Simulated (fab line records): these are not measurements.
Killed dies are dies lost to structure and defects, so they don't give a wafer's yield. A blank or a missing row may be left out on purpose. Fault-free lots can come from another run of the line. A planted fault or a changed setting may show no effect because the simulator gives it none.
Which tool was responsible?	flow rit-cmos	42 wafers from 14 lots sampled at 3 of the route's 202 steps

== WHAT EACH GAUGE READ, for each wafer ==
RIT_M1_RS_MEAS_01: measures by four-point-probe. Usual: M1_AL_RS 0.0735 ohm/sq, standard deviation 0.00081.
lot	measured	on	M1_AL_RS (ohm/sq)	flag
L266	day 3 08:47	film-metro-01	0.0726 0.0742 0.0734	
L267	day 3 11:51	film-metro-04	0.0728 0.0740 0.0740	
L268	day 3 16:49	film-metro-04	0.0748 0.0742 0.0753	
L269	day 3 21:07	film-metro-01	0.0739 0.0743 0.0747	
L271	day 4 08:04	film-metro-01	0.0725 0.0725 0.0727	
L272	day 4 15:05	film-metro-02	0.0731 0.0740 0.0746	
L273	day 4 17:58	film-metro-02	0.0735 0.0736 0.0740	
L274	day 5 01:13	film-metro-02	0.0740 0.0740 0.0736	
L276	day 5 09:17	film-metro-01	0.0733 0.0724 0.0732	
L278	day 5 23:43	film-metro-01	0.0723 0.0737 0.0731	
L279	day 6 01:53	film-metro-02	0.0733 0.0495 0.0726	OFF
L281	day 6 10:10	film-metro-04	0.0739 0.0747 0.0502	OFF
L287	day 7 20:23	film-metro-04	0.0750 0.0745 0.0745	
L288	day 8 04:52	film-metro-01	0.0729 0.0733 0.0731	

RIT_M1_THK_MEAS_02: measures by xrf. Usual: M1_AL_THK 401 nm, standard deviation 5.6.
lot	measured	on	M1_AL_THK (nm)	flag
L266	day 3 08:54	film-metro-01	406 396 402	
L267	day 3 11:58	film-metro-04	402 396 397	
L268	day 3 16:56	film-metro-04	393 398 393	
L269	day 3 21:13	film-metro-01	399 398 393	
L271	day 4 08:11	film-metro-01	412 408 410	
L272	day 4 15:13	film-metro-02	402 398 397	
L273	day 4 18:05	film-metro-02	399 401 395	
L274	day 5 01:20	film-metro-02	395 397 398	
L276	day 5 09:24	film-metro-01	403 409 406	
L278	day 5 23:50	film-metro-01	408 403 406	
L279	day 6 01:59	film-metro-02	404 595 407	OFF
L281	day 6 10:16	film-metro-04	399 394 583	OFF
L287	day 7 20:30	film-metro-04	393 396 393	
L288	day 8 04:59	film-metro-01	406 406 407	

== EACH LOT AND THE TOOL THAT RAN IT (in order: tool; ch and the chambers of the sampled wafers; start) ==
lot	RIT_M1_SPUTTER_00
L266	pvd-sputter-04, day 3 08:29
L267	pvd-sputter-01, day 3 11:32
L268	pvd-sputter-04, day 3 16:30
L269	pvd-sputter-01, day 3 20:48
L271	pvd-sputter-03, day 4 07:47
L272	pvd-sputter-01, day 4 14:48
L273	pvd-sputter-03, day 4 17:40
L274	pvd-sputter-04, day 5 00:54
L276	pvd-sputter-04, day 5 08:59
L278	pvd-sputter-03, day 5 23:25
L279	pvd-sputter-01, day 6 01:34
L281	pvd-sputter-01, day 6 09:50
L287	pvd-sputter-04, day 7 20:05
L288	pvd-sputter-03, day 8 04:35
- RIT_M1_SPUTTER_00: material Al, target thk 400 nm, time 500 s.

== WHAT THE TOOLS THEMSELVES READ (means of the sampled wafers that have a number; where no wafer has one, the mark that the record gives instead) ==
RIT_M1_SPUTTER_00. Usual: cathode-dc-power-W 2000.0 W, standard deviation 0.32; throttle-valve-pct 29.8 %, standard deviation 0.99.
lot	tool	cathode-dc-power-W (W)	throttle-valve-pct (%)	flag
L266	pvd-sputter-04	2000.1	29.8	
L267	pvd-sputter-01	2000.2	29.7	
L268	pvd-sputter-04	1999.8	29.7	
L269	pvd-sputter-01	2000.2	28.6	
L271	pvd-sputter-03	1999.7	28.9	
L272	pvd-sputter-01	2000.1	30.0	
L273	pvd-sputter-03	2000.3	30.6	
L274	pvd-sputter-04	2000.3	29.9	
L276	pvd-sputter-04	1999.8	29.9	
L278	pvd-sputter-03	2000.3	29.4	
L279	pvd-sputter-01	2302.6	29.9	OFF
L281	pvd-sputter-01	2302.7	30.2	OFF
L287	pvd-sputter-04	2000.1	30.0	
L288	pvd-sputter-03	1999.6	29.3	

== THE ANSWER, worked out from the rows above alone ==
Rule: take the mean of a lot's wafers that have a number; if it is more than 3 standard deviations from the usual mean, the lot is off. A lot without any number at a reading at which 4 lots or more have one is off too. The other lots that the step has rows for count as sound. After the gauges, taken in route order, come the tools' own readings; for these a lot's mean is taken, as printed above. At the first step where some lot is off, the reading lying furthest off is the one used; lots without a number count as furthest.
Off: L279, L281, at RIT_M1_RS_MEAS_01 (M1_AL_RS).
If a tool, at a process step before that reading, ran all the lots that are off and no sound lot after the first of them, it fits. The gauges at RIT_M1_RS_MEAS_01 aren't tried: what is off there is off at RIT_M1_SPUTTER_00 too, on other tools, and a gauge's error can't cause that. One candidate fits, namely pvd-sputter-01 at RIT_M1_SPUTTER_00. Its last sound lot is L272 (day 4 14:48), its first lot that is off L279 (day 6 01:34): a fault that began between those two fits.
The tool's own readings at RIT_M1_SPUTTER_00 bear it out: on the lots that are off they differ by more than 5 times the standard deviation of the sound lots' means. cathode-dc-power-W reads 2302.6 W there against 2000.0 W on the sound lots.

== WHAT HAD BEEN PUT IN BY THE SIMULATOR ==
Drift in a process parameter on pvd-sputter-01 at RIT_M1_SPUTTER_00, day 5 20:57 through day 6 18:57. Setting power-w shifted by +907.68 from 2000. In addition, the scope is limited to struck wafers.
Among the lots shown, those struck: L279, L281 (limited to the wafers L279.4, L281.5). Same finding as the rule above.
